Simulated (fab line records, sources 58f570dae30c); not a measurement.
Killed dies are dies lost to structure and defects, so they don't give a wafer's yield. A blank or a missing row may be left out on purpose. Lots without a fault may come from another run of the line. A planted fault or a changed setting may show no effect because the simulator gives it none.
Which tool did it? | flow berkeley_cmos170 | 14 lots, 42 wafers sampled, at 6 steps of a route of 331

WHAT THE GAUGES READ, wafer by wafer
UCB170_PWELL_THK_MEAS_06.
lot  | measured    | on            | PWELL_NITRIDE_THK (nm)
L102 | day 3 00:43 | film_metro-03 | 221.0 221.2 221.3
L103 | day 3 08:02 | film_metro-03 | 215.9 216.9 219.3
L105 | day 3 17:01 | film_metro-02 | 218.4 217.7 216.6
L106 | day 4 03:05 | film_metro-03 | 223.3 222.0 221.1
L108 | day 4 14:01 | film_metro-03 | 219.4 220.6 220.3
L110 | day 4 22:20 | film_metro-03 | 195.2 193.2 194.5
L113 | day 5 14:26 | film_metro-02 | 194.5 196.3 194.4
L118 | day 6 08:52 | film_metro-03 | 221.1 218.7 219.9
L119 | day 6 18:13 | film_metro-03 | 220.8 223.6 219.1
L120 | day 6 18:14 | film_metro-04 | 217.8 218.6 219.2
L122 | day 7 15:59 | film_metro-03 | 220.4 218.9 219.1
L123 | day 7 15:58 | film_metro-04 | 224.6 221.4 222.6
L124 | day 7 15:59 | film_metro-02 | 218.1 218.5 217.3
L125 | day 7 22:05 | film_metro-04 | 221.6 222.0 221.6

UCB170_SCREENOX_THK_MEAS_02.
lot  | measured     | on            | SCREENOX_OXIDE_THK (nm)
L102 | day 5 18:43  | film_metro-01 | 14.61 14.59 14.70
L103 | day 5 18:43  | film_metro-02 | 14.12 14.32 14.38
L105 | day 6 00:35  | film_metro-03 | 14.70 14.60 14.62
L106 | day 6 10:19  | film_metro-02 | 14.88 14.66 14.78
L108 | day 6 23:25  | film_metro-01 | 14.42 14.62 14.43
L110 | day 7 08:05  | film_metro-02 | 14.90 14.68 14.77
L113 | day 8 01:17  | film_metro-01 | 14.67 14.95 14.78
L118 | day 8 17:07  | film_metro-01 | 14.91 14.68 14.73
L119 | day 9 13:43  | film_metro-01 | 14.53 14.73 14.68
L120 | day 9 13:44  | film_metro-02 | 14.79 14.95 15.14
L122 | day 9 22:44  | film_metro-02 | 14.18 14.39 14.56
L123 | day 9 22:43  | film_metro-01 | 14.13 14.01 13.96
L124 | day 9 22:44  | film_metro-03 | 14.58 14.59 14.72
L125 | day 10 06:00 | film_metro-03 | 14.77 14.66 14.88

UCB170_PVT_OVL_MEAS_06.
lot  | measured     | on         | PVT_OVL (nm)
L102 | day 6 02:04  | overlay-01 | -13 -9 -4
L103 | day 6 02:19  | overlay-01 | -8 -16 -7
L105 | day 6 08:23  | overlay-02 | -6 -6 -4
L106 | day 6 17:00  | overlay-02 | 5 4 2
L108 | day 7 06:18  | overlay-02 | 4 4 -5
L110 | day 7 15:19  | overlay-01 | -8 -8 -8
L113 | day 8 09:36  | overlay-02 | -10 -11 -9
L118 | day 9 04:28  | overlay-01 | -3 -6 -5
L119 | day 9 20:04  | overlay-01 | 8 3 9
L120 | day 9 20:21  | overlay-02 | -3 2 -1
L122 | day 10 06:47 | overlay-01 | 6 0 2
L123 | day 10 06:51 | overlay-02 | -4 -6 -11
L124 | day 10 06:45 | overlay-02 | -4 -12 -1
L125 | day 10 14:20 | overlay-02 | -2 -10 -8

WHICH TOOL RAN EACH LOT (tool, then ch and the chambers of the sampled wafers, then the start)
lot  | UCB170_PWELL_CVD_05        | UCB170_PWELL_ETCH_14              | UCB170_NVT_STRIP_08
L102 | lpcvd-01 ch 0, day 2 22:47 | rie_diel-01 ch 1,2, day 3 01:39   | plasma_asher-01 ch 0,1, day 6 00:39
L103 | lpcvd-02 ch 0, day 3 06:07 | rie_diel-04 ch 0,1,2, day 3 09:09 | plasma_asher-02 ch 1, day 6 00:53
L105 | lpcvd-02 ch 1, day 3 15:05 | rie_diel-04 ch 0,1,2, day 3 18:17 | plasma_asher-01 ch 0,1, day 6 06:29
L106 | lpcvd-01 ch 1, day 4 01:05 | rie_diel-01 ch 1,2,3, day 4 04:35 | plasma_asher-02 ch 0,1, day 6 15:36
L108 | lpcvd-01 ch 0, day 4 11:59 | rie_diel-01 ch 1,2,3, day 4 15:14 | plasma_asher-04 ch 0,1, day 7 04:33
L110 | lpcvd-02 ch 1, day 4 19:28 | rie_diel-02 ch 1,2,3, day 4 23:44 | plasma_asher-01 ch 0,1, day 7 14:01
L113 | lpcvd-02 ch 1, day 5 12:23 | rie_diel-04 ch 2,3, day 5 16:59   | plasma_asher-04 ch 0,1, day 8 07:31
L118 | lpcvd-01 ch 1, day 6 06:00 | rie_diel-04 ch 0,1,2, day 6 10:09 | plasma_asher-02 ch 0,1, day 9 01:55
L119 | lpcvd-01 ch 1, day 6 15:20 | rie_diel-02 ch 2,3, day 6 19:40   | plasma_asher-01 ch 0,1, day 9 18:15
L120 | lpcvd-01 ch 1, day 6 15:20 | rie_diel-04 ch 0,1,2, day 6 19:33 | plasma_asher-04 ch 0,1, day 9 18:14
L122 | lpcvd-01 ch 0, day 7 14:04 | rie_diel-02 ch 0,2,3, day 7 17:02 | plasma_asher-02 ch 0, day 10 04:07
L123 | lpcvd-01 ch 1, day 7 14:04 | rie_diel-04 ch 1,2, day 7 17:17   | plasma_asher-01 ch 0,1, day 10 04:25
L124 | lpcvd-01 ch 1, day 7 14:04 | rie_diel-01 ch 0,2,3, day 7 17:31 | plasma_asher-04 ch 0,1, day 10 04:16
L125 | lpcvd-01 ch 1, day 7 20:10 | rie_diel-02 ch 0,1,2, day 7 23:21 | plasma_asher-01 ch 0,1, day 10 12:41
- UCB170_PWELL_CVD_05: deposits Si3N4 from SiH2Cl2/NH3, target thk 220 nm, time 3300 s.
- UCB170_PWELL_ETCH_14: etches Si3N4 in CH3F/Ar/O2, stops on SiO2, target depth 242 nm, time 151 s.
- UCB170_NVT_STRIP_08: strips in O2.

WHAT THE TOOLS THEMSELVES READ (means of the sampled wafers that have a number; where no wafer has one, the mark that the record gives instead)
UCB170_PWELL_CVD_05.
lot  | tool     | nh3_flow_sccm (sccm) | susceptor_temp_C (C)
L102 | lpcvd-01 | 75.16                | 799.8
L103 | lpcvd-02 | 75.40                | 799.8
L105 | lpcvd-02 | 74.99                | 799.6
L106 | lpcvd-01 | 75.22                | 800.1
L108 | lpcvd-01 | 75.14                | 799.7
L110 | lpcvd-02 | 74.97                | 800.3
L113 | lpcvd-02 | 75.04                | 799.9
L118 | lpcvd-01 | 74.90                | 800.2
L119 | lpcvd-01 | 74.80                | 799.7
L120 | lpcvd-01 | 75.18                | 799.9
L122 | lpcvd-01 | 74.88                | 799.7
L123 | lpcvd-01 | 75.01                | 799.8
L124 | lpcvd-01 | 75.04                | 800.1
L125 | lpcvd-01 | 75.19                | 799.7

UCB170_PWELL_ETCH_14.
lot  | tool        | drypump_motor_current_A (A) | oes_product_au (a.u.) | throttle_valve_pct (%)
L102 | rie_diel-01 | 5.4                         | 0.944                 | 7.92
L103 | rie_diel-04 | 5.7                         | 0.921                 | 8.16
L105 | rie_diel-04 | 5.7                         | 0.918                 | 8.18
L106 | rie_diel-01 | 5.4                         | 0.941                 | 7.99
L108 | rie_diel-01 | 5.4                         | 0.933                 | 7.99
L110 | rie_diel-02 | 5.6                         | 0.870                 | 8.02
L113 | rie_diel-04 | 5.7                         | 0.876                 | 8.11
L118 | rie_diel-04 | 5.7                         | 0.927                 | 8.17
L119 | rie_diel-02 | 5.8                         | 0.932                 | 8.04
L120 | rie_diel-04 | 5.7                         | 0.922                 | 8.19
L122 | rie_diel-02 | 5.5                         | 0.938                 | 7.98
L123 | rie_diel-04 | 6.2                         | 0.937                 | 8.18
L124 | rie_diel-01 | 5.6                         | 0.932                 | 7.98
L125 | rie_diel-02 | 5.4                         | 0.949                 | 7.99

UCB170_NVT_STRIP_08.
lot  | tool            | drypump_motor_current_A (A) | oes_product_au (a.u.) | strip_time_to_endpoint_s (s)
L102 | plasma_asher-01 | 5.5                         | 0.736                 | 21.65
L103 | plasma_asher-02 | 5.9                         | 0.739                 | 21.50
L105 | plasma_asher-01 | 5.8                         | 0.737                 | 21.51
L106 | plasma_asher-02 | 5.8                         | 0.741                 | 21.68
L108 | plasma_asher-04 | 5.3                         | 0.734                 | 21.58
L110 | plasma_asher-01 | 5.9                         | 0.732                 | 21.73
L113 | plasma_asher-04 | 5.4                         | 0.731                 | 21.64
L118 | plasma_asher-02 | 5.8                         | 0.732                 | 21.50
L119 | plasma_asher-01 | 5.5                         | 0.732                 | 21.67
L120 | plasma_asher-04 | 5.3                         | 0.736                 | 21.64
L122 | plasma_asher-02 | 5.7                         | 0.731                 | 21.67
L123 | plasma_asher-01 | 5.9                         | 0.730                 | 21.47
L124 | plasma_asher-04 | 5.4                         | 0.737                 | 21.71
L125 | plasma_asher-01 | 5.5                         | 0.732                 | 21.67

THE ANSWER, worked out from the rows above alone
Rule: what is usual is taken from the lots themselves. Put in order of their means at a reading, lots are off if they are a third of the lots or fewer, leave a main group of 4 or more, and stand apart from it by a gap of 3 or more times the standard deviation of the main group's means; of several such gaps the widest counts. A main group whose means are all the same, to the digits that the tables above print for the reading, isn't used. A lot without any number at a reading at which 4 lots or more have one is off too. The other lots that the step has rows for count as sound. The gauges are gone through in route order, then the tools' own readings, and for those a lot's mean is taken as printed above. The first step at which some lot is off is used, and at that step the reading that is off furthest; a lot without a number counts as furthest.
Off: L110, L113, at UCB170_PWELL_THK_MEAS_06 (PWELL_NITRIDE_THK). The main group: mean 220.0 nm, standard deviation 1.8.
A tool fits if, at a process step before that reading, it ran every lot that is off, and no sound lot after the first of them. The gauges at UCB170_PWELL_THK_MEAS_06 aren't tried: what is off there is off at UCB170_PWELL_ETCH_14 too, on other tools, and a gauge's error can't cause that. One fits: lpcvd-02 at UCB170_PWELL_CVD_05. Its last sound lot is L105 (day 3 15:05), its first lot that is off L110 (day 4 19:28): a fault that began between those two fits.

WHAT THE SIMULATOR HAD PUT IN
Site profile drift: lpcvd-02, from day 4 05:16 on, at UCB170_PWELL_CVD_05. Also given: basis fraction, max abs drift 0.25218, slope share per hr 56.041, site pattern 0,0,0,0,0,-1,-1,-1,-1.
Lots struck among those shown: L110, L113. The rule above found the same.
